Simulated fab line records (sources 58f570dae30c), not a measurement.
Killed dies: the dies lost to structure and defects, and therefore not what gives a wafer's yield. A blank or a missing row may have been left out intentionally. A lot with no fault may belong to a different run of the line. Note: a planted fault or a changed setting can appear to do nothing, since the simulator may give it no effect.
fab line records :: flow berkeley_cmos170 :: part 2 of 2: steps 29 to 39 of 39
record:
  lots: 5
  wafers: 15
  last_day: 12
route steps=331 shown SILICIDE@212 CONTACT@216 M1@238
lots with no fault: from the same line, run without faults
start_h: the number of hours between the record's first day and the start of the first shown wafer of the lot :: wait_h: hours since the lot's step before :: " repeats the value in the row above :: L1.1+2: a row that stands for several wafers :: - either no value or no given start :: * or withheld: withheld :: < > ~ a bound
route shown NAME@n: a module of which the file shows steps, and the number in the route of the first :: usual: the fault-free wafers' mean and standard deviation :: same: alike in all rows :: chamber/n: place in a boat :: sites: the reading at each site :: _std_site: standard deviation of those values :: _edge_site: inner sites' mean taken away from outer sites' mean :: radius_mm: for every site, how far away it sits from the centre of the wafer :: mask NAME#n: copy n :: behind: the last tool/chamber to shape the wafer :: hold: what put the lot on hold/how long, in hours/how the hold closed :: device: the n, p or np transistor that did not switch :: end of line: the route-end tests of the same wafers :: a step without rows: its recipe alone :: killed: at the first sort, the dies lost to defects and structure; wafer yield is something else :: map: a wafer's dies, x killed, . not, _ none there
set.NAME: the setting as run; set.NAME@STEP: as run at that earlier step :: model.NAME: the simulator's own value behind a step, which no gauge read
a table for each step, a row for each wafer; lots at some steps of the route
services: a tool's chamber out of use, with start hour (start_h, from the record's first day; less than 0 if before it), hours out, and reason
== steps ==
step: UCB170_M1_THK_MEAS_02
recipe:
  thk_meas_gauge: xrf
  reads: Al_of_M1_SPUTTER_00
usual:
  M1_AL_THK: 609/8
lot.wafer: L084.1
tool: film_metro-04
chamber: -
start_h: 221.90
wait_h: 0.1
M1_AL_THK[nm]: 617

lot.wafer: L084.3
tool: film_metro-04
chamber: -
start_h: 221.90
wait_h: 0.1
M1_AL_THK[nm]: 615

lot.wafer: L084.6
tool: film_metro-04
chamber: -
start_h: 221.90
wait_h: 0.1
M1_AL_THK[nm]: 623

lot.wafer: L086.2
tool: film_metro-03
chamber: -
start_h: 243.00
wait_h: 0.1
M1_AL_THK[nm]: 599

lot.wafer: L086.4
tool: film_metro-03
chamber: -
start_h: 243.00
wait_h: 0.1
M1_AL_THK[nm]: 597

lot.wafer: L086.6
tool: film_metro-03
chamber: -
start_h: 243.00
wait_h: 0.1
M1_AL_THK[nm]: 600

lot.wafer: L085.1
tool: film_metro-03
chamber: -
start_h: 244.06
wait_h: 0.1
M1_AL_THK[nm]: 616

lot.wafer: L085.2
tool: film_metro-03
chamber: -
start_h: 244.06
wait_h: 0.1
M1_AL_THK[nm]: 626

lot.wafer: L085.6
tool: film_metro-03
chamber: -
start_h: 244.06
wait_h: 0.1
M1_AL_THK[nm]: 618

lot.wafer: L087.3
tool: film_metro-03
chamber: -
start_h: 248.16
wait_h: 0.1
M1_AL_THK[nm]: 597

lot.wafer: L087.4
tool: film_metro-03
chamber: -
start_h: 248.16
wait_h: 0.1
M1_AL_THK[nm]: 595

lot.wafer: L087.5
tool: film_metro-03
chamber: -
start_h: 248.16
wait_h: 0.1
M1_AL_THK[nm]: 604

lot.wafer: L089.1
tool: film_metro-03
chamber: -
start_h: 261.23
wait_h: 0.1
M1_AL_THK[nm]: 604

lot.wafer: L089.2
tool: film_metro-03
chamber: -
start_h: 261.23
wait_h: 0.1
M1_AL_THK[nm]: 608

lot.wafer: L089.5
tool: film_metro-03
chamber: -
start_h: 261.23
wait_h: 0.1
M1_AL_THK[nm]: 606
step: UCB170_M1_COAT_03
recipe:
  resist: BARC
  temp_c: withheld
  time_s: withheld
  spin_rpm: 3000
  resist_thk_nm: withheld
lot.wafer: L084.1+3+6
tool: litho_track-03
chamber: 0
start_h: 222.76
wait_h: 0.8

lot.wafer: L086.2+4+6
tool: litho_track-04
chamber: 0
start_h: 243.07
wait_h: 0.1

lot.wafer: L085.1+2+6
tool: litho_track-01
chamber: 0
start_h: 244.12
wait_h: 0.1

lot.wafer: L087.3+4+5
tool: litho_track-01
chamber: 0
start_h: 248.25
wait_h: 0.1

lot.wafer: L089.1+2+5
tool: litho_track-04
chamber: 0
start_h: 261.71
wait_h: 0.5
step: UCB170_M1_COAT_04
recipe:
  resist: KrF
  spin_rpm: 1500
  resist_thk_nm: 900
lot.wafer: L084.1+3+6
tool: litho_track-03
chamber: 0
start_h: -
wait_h: -

lot.wafer: L086.2+4+6
tool: litho_track-04
chamber: 0
start_h: -
wait_h: -

lot.wafer: L085.1+2+6
tool: litho_track-01
chamber: 0
start_h: -
wait_h: -

lot.wafer: L087.3+4+5
tool: litho_track-01
chamber: 0
start_h: -
wait_h: -

lot.wafer: L089.1+2+5
tool: litho_track-04
chamber: 0
start_h: -
wait_h: -
step: UCB170_M1_SOFTBAKE_05
recipe:
  resist: KrF
  temp_c: 130
  time_s: 60
lot.wafer: L084.1+3+6
tool: litho_track-03
chamber: 0
start_h: -
wait_h: -

lot.wafer: L086.2+4+6
tool: litho_track-04
chamber: 0
start_h: -
wait_h: -

lot.wafer: L085.1+2+6
tool: litho_track-01
chamber: 0
start_h: -
wait_h: -

lot.wafer: L087.3+4+5
tool: litho_track-01
chamber: 0
start_h: -
wait_h: -

lot.wafer: L089.1+2+5
tool: litho_track-04
chamber: 0
start_h: -
wait_h: -
step: UCB170_M1_EXPOSE_06
recipe:
  mask_id: METAL1
  target_cd_nm: 700
  na: 0.5
  sigma_outer: 0.6
  source_shape: conventional
  dose_mj: 21
usual:
  exposure_dose_mJ_cm2: 20.984/0.02
lot.wafer: L084.1
tool: krf_scanner-02
chamber: 0
start_h: -
wait_h: -
mask: METAL1#0
exposure_dose_mJ_cm2: 20.956

lot.wafer: L084.3
tool: krf_scanner-02
chamber: 0
start_h: -
wait_h: -
mask: METAL1#0
exposure_dose_mJ_cm2: 20.988

lot.wafer: L084.6
tool: krf_scanner-02
chamber: 0
start_h: -
wait_h: -
mask: METAL1#0
exposure_dose_mJ_cm2: 21.013

lot.wafer: L086.2
tool: krf_scanner-02
chamber: 0
start_h: 243.52
wait_h: -
mask: METAL1#0
exposure_dose_mJ_cm2: 21.013

lot.wafer: L086.4
tool: krf_scanner-02
chamber: 0
start_h: 243.52
wait_h: -
mask: METAL1#0
exposure_dose_mJ_cm2: 20.976

lot.wafer: L086.6
tool: krf_scanner-02
chamber: 0
start_h: 243.52
wait_h: -
mask: METAL1#0
exposure_dose_mJ_cm2: 21.007

lot.wafer: L085.1
tool: krf_scanner-02
chamber: 0
start_h: 244.57
wait_h: -
mask: METAL1#0
exposure_dose_mJ_cm2: 21.021

lot.wafer: L085.2
tool: krf_scanner-02
chamber: 0
start_h: 244.57
wait_h: -
mask: METAL1#0
exposure_dose_mJ_cm2: 20.995

lot.wafer: L085.6
tool: krf_scanner-02
chamber: 0
start_h: 244.57
wait_h: -
mask: METAL1#0
exposure_dose_mJ_cm2: 21.000

lot.wafer: L087.3
tool: krf_scanner-01
chamber: 0
start_h: 248.82
wait_h: -
mask: METAL1#0
exposure_dose_mJ_cm2: 21.000

lot.wafer: L087.4
tool: krf_scanner-01
chamber: 0
start_h: 248.82
wait_h: -
mask: METAL1#0
exposure_dose_mJ_cm2: 20.997

lot.wafer: L087.5
tool: krf_scanner-01
chamber: 0
start_h: 248.82
wait_h: -
mask: METAL1#0
exposure_dose_mJ_cm2: 21.000

lot.wafer: L089.1
tool: krf_scanner-02
chamber: 0
start_h: 262.29
wait_h: -
mask: METAL1#0
exposure_dose_mJ_cm2: 20.989

lot.wafer: L089.2
tool: krf_scanner-02
chamber: 0
start_h: 262.29
wait_h: -
mask: METAL1#0
exposure_dose_mJ_cm2: 20.975

lot.wafer: L089.5
tool: krf_scanner-02
chamber: 0
start_h: 262.29
wait_h: -
mask: METAL1#0
exposure_dose_mJ_cm2: 21.007
step: UCB170_M1_PEB_07
recipe:
  peb_temp_c: 130
  peb_time_s: withheld
  resist: KrF
lot.wafer: L084.1+3+6
tool: litho_track-03
chamber: 0
start_h: -
wait_h: -

lot.wafer: L086.2+4+6
tool: litho_track-01
chamber: 0
start_h: 243.64
wait_h: 0.1

lot.wafer: L085.1+2+6
tool: litho_track-04
chamber: 0
start_h: 244.85
wait_h: 0.3

lot.wafer: L087.3+4+5
tool: litho_track-01
chamber: 0
start_h: 248.95
wait_h: 0.1

lot.wafer: L089.1+2+5
tool: litho_track-03
chamber: 0
start_h: 262.93
wait_h: 0.6
step: UCB170_M1_DEVELOP_08
recipe:
  developer: TMAH
  develop_time_s: 45
  resist: KrF
  dev_temp_c: 21
lot.wafer: L084.1+3+6
tool: litho_track-03
chamber: 0
start_h: -
wait_h: -

lot.wafer: L086.2+4+6
tool: litho_track-01
chamber: 0
start_h: -
wait_h: -

lot.wafer: L085.1+2+6
tool: litho_track-04
chamber: 0
start_h: -
wait_h: -

lot.wafer: L087.3+4+5
tool: litho_track-01
chamber: 0
start_h: -
wait_h: -

lot.wafer: L089.1+2+5
tool: litho_track-03
chamber: 0
start_h: -
wait_h: -
step: UCB170_M1_CD_MEAS_09
recipe:
  target_cd_nm: 700
usual:
  cd_nm: 700.6/1.6
lot.wafer: L084.1
tool: cd_sem-02
chamber: -
start_h: 224.66
wait_h: -
cd_nm: 701.9

lot.wafer: L084.3
tool: cd_sem-02
chamber: -
start_h: 224.66
wait_h: -
cd_nm: 701.8

lot.wafer: L084.6
tool: cd_sem-02
chamber: -
start_h: 224.66
wait_h: -
cd_nm: 702.5

lot.wafer: L086.2
tool: cd_sem-01
chamber: -
start_h: 243.91
wait_h: -
cd_nm: 701.3

lot.wafer: L086.4
tool: cd_sem-01
chamber: -
start_h: 243.91
wait_h: -
cd_nm: 700.6

lot.wafer: L086.6
tool: cd_sem-01
chamber: -
start_h: 243.91
wait_h: -
cd_nm: 700.0

lot.wafer: L085.1
tool: cd_sem-01
chamber: -
start_h: 245.13
wait_h: -
cd_nm: 699.7

lot.wafer: L085.2
tool: cd_sem-01
chamber: -
start_h: 245.13
wait_h: -
cd_nm: 699.9

lot.wafer: L085.6
tool: cd_sem-01
chamber: -
start_h: 245.13
wait_h: -
cd_nm: 700.6

lot.wafer: L087.3
tool: cd_sem-01
chamber: -
start_h: 249.21
wait_h: -
cd_nm: 702.1

lot.wafer: L087.4
tool: cd_sem-01
chamber: -
start_h: 249.21
wait_h: -
cd_nm: 701.2

lot.wafer: L087.5
tool: cd_sem-01
chamber: -
start_h: 249.21
wait_h: -
cd_nm: 701.5

lot.wafer: L089.1
tool: cd_sem-02
chamber: -
start_h: 263.20
wait_h: -
cd_nm: 701.7

lot.wafer: L089.2
tool: cd_sem-02
chamber: -
start_h: 263.20
wait_h: -
cd_nm: 702.2

lot.wafer: L089.5
tool: cd_sem-02
chamber: -
start_h: 263.20
wait_h: -
cd_nm: 701.6
step: UCB170_M1_OVL_MEAS_10
usual:
  M1_OVL: 7/7.6
lot.wafer: L084.1
tool: overlay-02
chamber: -
start_h: 224.78
wait_h: 0.1
M1_OVL[nm]: 6

lot.wafer: L084.3
tool: overlay-02
chamber: -
start_h: 224.78
wait_h: 0.1
M1_OVL[nm]: 13

lot.wafer: L084.6
tool: overlay-02
chamber: -
start_h: 224.78
wait_h: 0.1
M1_OVL[nm]: 11

lot.wafer: L086.2
tool: overlay-01
chamber: -
start_h: 244.01
wait_h: 0.1
M1_OVL[nm]: 17

lot.wafer: L086.4
tool: overlay-01
chamber: -
start_h: 244.01
wait_h: 0.1
M1_OVL[nm]: 21

lot.wafer: L086.6
tool: overlay-01
chamber: -
start_h: 244.01
wait_h: 0.1
M1_OVL[nm]: 18

lot.wafer: L085.1
tool: overlay-02
chamber: -
start_h: 245.25
wait_h: 0.1
M1_OVL[nm]: 14

lot.wafer: L085.2
tool: overlay-02
chamber: -
start_h: 245.25
wait_h: 0.1
M1_OVL[nm]: 28

lot.wafer: L085.6
tool: overlay-02
chamber: -
start_h: 245.25
wait_h: 0.1
M1_OVL[nm]: 25

lot.wafer: L087.3
tool: overlay-01
chamber: -
start_h: 249.30
wait_h: 0.1
M1_OVL[nm]: 10

lot.wafer: L087.4
tool: overlay-01
chamber: -
start_h: 249.30
wait_h: 0.1
M1_OVL[nm]: -2

lot.wafer: L087.5
tool: overlay-01
chamber: -
start_h: 249.30
wait_h: 0.1
M1_OVL[nm]: 7

lot.wafer: L089.1
tool: overlay-01
chamber: -
start_h: 263.32
wait_h: 0.1
M1_OVL[nm]: 13

lot.wafer: L089.2
tool: overlay-01
chamber: -
start_h: 263.32
wait_h: 0.1
M1_OVL[nm]: 4

lot.wafer: L089.5
tool: overlay-01
chamber: -
start_h: 263.32
wait_h: 0.1
M1_OVL[nm]: 15
step: UCB170_M1_ETCH_11
recipe:
  chemistry: N2/H2
  target_depth_a: withheld
  overetch_a: withheld
  target: BARC
  time_s: withheld
  source_w: 500
  bias_w: 100
  pressure_mtorr: 30
  n2_flow_sccm: 100
  h2_flow_sccm: 200
usual:
  drypump_motor_current_A: 5.8/0.43
  oes_product_au: 0.994/0.022
  throttle_valve_pct: 13.28/0.2
lot.wafer: L084.1
tool: rie_diel-04
chamber: 1
start_h: 224.81
wait_h: 0.0
drypump_motor_current_A: 6.2
oes_product_au: 0.981
throttle_valve_pct: 13.31

lot.wafer: L084.3
tool: rie_diel-04
chamber: 2
start_h: 224.81
wait_h: 0.0
drypump_motor_current_A: 5.7
oes_product_au: 0.995
throttle_valve_pct: 13.15

lot.wafer: L084.6
tool: rie_diel-04
chamber: 0
start_h: 224.81
wait_h: 0.0
drypump_motor_current_A: 5.8
oes_product_au: 0.982
throttle_valve_pct: 13.18

lot.wafer: L086.2
tool: rie_diel-02
chamber: 0
start_h: 244.04
wait_h: 0.0
drypump_motor_current_A: 6.4
oes_product_au: 0.964
throttle_valve_pct: 13.35

lot.wafer: L086.4
tool: rie_diel-02
chamber: 1
start_h: 244.04
wait_h: 0.0
drypump_motor_current_A: 6.3
oes_product_au: 0.969
throttle_valve_pct: 13.05

lot.wafer: L086.6
tool: rie_diel-02
chamber: 1
start_h: 244.04
wait_h: 0.0
drypump_motor_current_A: 6.2
oes_product_au: 0.969
throttle_valve_pct: 13.04

lot.wafer: L085.1
tool: rie_diel-01
chamber: 2
start_h: 245.28
wait_h: 0.0
drypump_motor_current_A: 4.7
oes_product_au: 0.993
throttle_valve_pct: 13.06

lot.wafer: L085.2
tool: rie_diel-01
chamber: 0
start_h: 245.28
wait_h: 0.0
drypump_motor_current_A: 5.5
oes_product_au: 1.019
throttle_valve_pct: 13.03

lot.wafer: L085.6
tool: rie_diel-01
chamber: 0
start_h: 245.28
wait_h: 0.0
drypump_motor_current_A: 5.6
oes_product_au: 1.019
throttle_valve_pct: 13.05

lot.wafer: L087.3
tool: rie_diel-01
chamber: 0
start_h: 249.33
wait_h: 0.0
drypump_motor_current_A: 5.5
oes_product_au: 1.013
throttle_valve_pct: 13.05

lot.wafer: L087.4
tool: rie_diel-01
chamber: 1
start_h: 249.33
wait_h: 0.0
drypump_motor_current_A: 5.7
oes_product_au: 1.024
throttle_valve_pct: 13.31

lot.wafer: L087.5
tool: rie_diel-01
chamber: 3
start_h: 249.33
wait_h: 0.0
drypump_motor_current_A: 5.7
oes_product_au: 1.022
throttle_valve_pct: 13.66

lot.wafer: L089.1
tool: rie_diel-02
chamber: 2
start_h: 263.36
wait_h: 0.0
drypump_motor_current_A: 6.1
oes_product_au: 0.998
throttle_valve_pct: 13.33

lot.wafer: L089.2
tool: rie_diel-02
chamber: 0
start_h: 263.36
wait_h: 0.0
drypump_motor_current_A: 6.4
oes_product_au: 0.968
throttle_valve_pct: 13.34

lot.wafer: L089.5
tool: rie_diel-02
chamber: 0
start_h: 263.36
wait_h: 0.0
drypump_motor_current_A: 6.4
oes_product_au: 0.961
throttle_valve_pct: 13.36
step: UCB170_M1_METAL_ETCH_12
recipe:
  chemistry: Cl2/BCl3
  target: Al
  stop_on: PSG
  pressure_mtorr: 12
  target_depth_a: 7800
  over_etch_frac: 0.3
  time_s: 134.2
  icp_w: 600
  bias_w: 120
  Cl2_flow_sccm: 90
  bcl3_flow_sccm: 45
usual:
  drypump_motor_current_A: 5.7/0.37
  mfc_cl2_sccm: 90.03/0.28
  oes_product_au: 0.862/0.012
  throttle_valve_pct: 24.54/0.26
same:
  over_etch_frac: 0.3
lot.wafer: L084.1
tool: rie_metal-01
chamber: 1
start_h: 224.85
wait_h: -
drypump_motor_current_A: 5.6
mfc_cl2_sccm: 89.92
oes_product_au: 0.859
rf_hours_counter_h: 13
throttle_valve_pct: 24.21

lot.wafer: L084.3
tool: rie_metal-01
chamber: 0
start_h: 224.85
wait_h: -
drypump_motor_current_A: 6.0
mfc_cl2_sccm: 90.06
oes_product_au: 0.854
rf_hours_counter_h: -
throttle_valve_pct: 24.35

lot.wafer: L084.6
tool: rie_metal-01
chamber: 1
start_h: 224.85
wait_h: -
drypump_motor_current_A: 5.5
mfc_cl2_sccm: 90.05
oes_product_au: 0.860
rf_hours_counter_h: -
throttle_valve_pct: 24.22

lot.wafer: L086.2
tool: rie_metal-03
chamber: 1
start_h: 244.09
wait_h: -
drypump_motor_current_A: 6.2
mfc_cl2_sccm: 89.79
oes_product_au: 0.856
rf_hours_counter_h: 3
throttle_valve_pct: 24.89

lot.wafer: L086.4
tool: rie_metal-03
chamber: 0
start_h: 244.09
wait_h: -
drypump_motor_current_A: 5.5
mfc_cl2_sccm: 90.19
oes_product_au: 0.857
rf_hours_counter_h: -
throttle_valve_pct: 24.59

lot.wafer: L086.6
tool: rie_metal-03
chamber: 1
start_h: 244.09
wait_h: -
drypump_motor_current_A: 6.2
mfc_cl2_sccm: 90.28
oes_product_au: 0.856
rf_hours_counter_h: -
throttle_valve_pct: 24.87

lot.wafer: L085.1
tool: rie_metal-02
chamber: 1
start_h: 245.33
wait_h: -
drypump_motor_current_A: 5.1
mfc_cl2_sccm: 89.84
oes_product_au: 0.881
rf_hours_counter_h: 5
throttle_valve_pct: 24.34

lot.wafer: L085.2
tool: rie_metal-02
chamber: 0
start_h: 245.33
wait_h: -
drypump_motor_current_A: 5.4
mfc_cl2_sccm: 90.12
oes_product_au: 0.875
rf_hours_counter_h: 5
throttle_valve_pct: 24.87

lot.wafer: L085.6
tool: rie_metal-02
chamber: 0
start_h: 245.33
wait_h: -
drypump_motor_current_A: 5.4
mfc_cl2_sccm: 90.30
oes_product_au: 0.875
rf_hours_counter_h: -
throttle_valve_pct: 24.87

lot.wafer: L087.3
tool: rie_metal-01
chamber: 0
start_h: 249.41
wait_h: -
drypump_motor_current_A: 6.0
mfc_cl2_sccm: 90.37
oes_product_au: 0.842
rf_hours_counter_h: -
throttle_valve_pct: 24.35

lot.wafer: L087.4
tool: rie_metal-01
chamber: 1
start_h: 249.41
wait_h: -
drypump_motor_current_A: 5.5
mfc_cl2_sccm: 90.39
oes_product_au: 0.846
rf_hours_counter_h: -
throttle_valve_pct: 24.22

lot.wafer: L087.5
tool: rie_metal-01
chamber: 0
start_h: 249.41
wait_h: -
drypump_motor_current_A: 6.0
mfc_cl2_sccm: 90.18
oes_product_au: 0.844
rf_hours_counter_h: -
throttle_valve_pct: 24.35

lot.wafer: L089.1
tool: rie_metal-03
chamber: 0
start_h: 263.40
wait_h: -
drypump_motor_current_A: 5.5
mfc_cl2_sccm: 89.90
oes_product_au: 0.864
rf_hours_counter_h: 10
throttle_valve_pct: 24.60

lot.wafer: L089.2
tool: rie_metal-03
chamber: 1
start_h: 263.40
wait_h: -
drypump_motor_current_A: 6.2
mfc_cl2_sccm: 89.81
oes_product_au: 0.847
rf_hours_counter_h: 3
throttle_valve_pct: 24.87

lot.wafer: L089.5
tool: rie_metal-03
chamber: 1
start_h: 263.40
wait_h: -
drypump_motor_current_A: 6.2
mfc_cl2_sccm: 89.58
oes_product_au: 0.853
rf_hours_counter_h: -
throttle_valve_pct: 24.87
== services ==
tool: rie_metal-01
chamber: -
start_h: 201.63
hours: 0.7
kind: repair

tool: plasma_asher-03
chamber: -
start_h: 205.17
hours: 0.7
kind: repair

tool: rie_diel-04
chamber: 1
start_h: 205.23
hours: 3.7
kind: repair

tool: krf_scanner-02
chamber: -
start_h: 205.45
hours: 1.0
kind: pm

tool: rie_diel-01
chamber: 0
start_h: 205.47
hours: -
kind: clean

tool: rie_diel-01
chamber: 0
start_h: 205.47
hours: 19.4
kind: scheduled_down

tool: rie_diel-01
chamber: 0
start_h: 205.47
hours: 19.4
kind: vent_cycle

tool: rie_metal-02
chamber: -
start_h: 211.15
hours: 2.8
kind: pm

tool: rie_diel-01
chamber: 1
start_h: 215.62
hours: 7.8
kind: repair

tool: rtp_anneal-02
chamber: -
start_h: 215.63
hours: 4.5
kind: pm

tool: krf_scanner-02
chamber: -
start_h: 216.47
hours: 1.1
kind: repair

tool: krf_scanner-02
chamber: -
start_h: 221.58
hours: 0.2
kind: repair

tool: rie_metal-01
chamber: -
start_h: 227.95
hours: 2.8
kind: pm

tool: rie_metal-01
chamber: 1
start_h: 230.96
hours: 17.9
kind: repair

tool: wet_bench-03
chamber: -
start_h: 235.14
hours: 2.5
kind: repair

tool: rie_diel-04
chamber: 0
start_h: 235.45
hours: 5.3
kind: repair

tool: rie_diel-02
chamber: -
start_h: 237.10
hours: 2.8
kind: pm

tool: krf_scanner-01
chamber: 0
start_h: 244.24
hours: -
kind: calibration

tool: krf_scanner-02
chamber: -
start_h: 246.82
hours: 0.8
kind: pm

tool: pvd_sputter-03
chamber: -
start_h: 248.27
hours: 2.1
kind: repair

tool: plasma_asher-03
chamber: -
start_h: 250.54
hours: 4.3
kind: repair

tool: krf_scanner-01
chamber: -
start_h: 251.55
hours: 1.0
kind: repair

tool: krf_scanner-01
chamber: -
start_h: 252.71
hours: 0.8
kind: pm

tool: plasma_asher-03
chamber: -
start_h: 258.00
hours: 1.0
kind: repair
